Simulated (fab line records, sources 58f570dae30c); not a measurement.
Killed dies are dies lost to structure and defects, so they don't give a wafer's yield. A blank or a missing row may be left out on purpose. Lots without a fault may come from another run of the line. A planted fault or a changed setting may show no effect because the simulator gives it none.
Chamber matching | flow berkeley_cmos170 | UCB170_V1_CVD_00 on pecvd-04: 3 sister chambers
The step deposits SiO2 from TEOS/O2, target thk 2000 nm, time 250 s. 3 wafers are shown with their chamber, then 7 later ones without.

WAFERS WITH THEIR CHAMBER
wafer  | chamber | heater_power_w (W)
L584.1 | 2       | 261
L592.2 | 1       | 270
L592.4 | 0       | 199

WAFERS WITHOUT THEIR CHAMBER
wafer  | heater_power_w (W)
L592.6 | 353
L593.1 | 270
L593.2 | 212
L593.4 | 271
L595.3 | 207
L595.4 | 215
L595.6 | 274

WHICH CHAMBER EACH WENT THROUGH
wafer  | from the rows above          | in truth
L592.6 | can't be placed: 1 or 2      | 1
L593.1 | can't be placed: 1 or 2      | 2
L593.2 | can't be placed: 0 or 2 or 1 | 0
L593.4 | can't be placed: 1 or 2      | 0
L595.3 | can't be placed: 0 or 2 or 1 | 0
L595.4 | can't be placed: 0 or 2 or 1 | 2
L595.6 | can't be placed: 1 or 2      | 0
Placed correctly: 0 of 7. Can't be placed from these rows: 7 (the true chamber is among the candidates in 5). Placed wrongly: 0.
How it was worked out, from the rows above alone: a wafer's distance from a chamber is the root of the sum, over the readings, of the square of ((its reading less the chamber's mean) divided by the reading's scatter). The wafer belongs to the nearest chamber; if the next one is less than 2 further off, it can't be placed. A chamber's mean is the mean of its shown wafers. The scatter: with one shown wafer a chamber, the root of the mean of the squares of how far each hidden wafer lies from its nearest shown one.
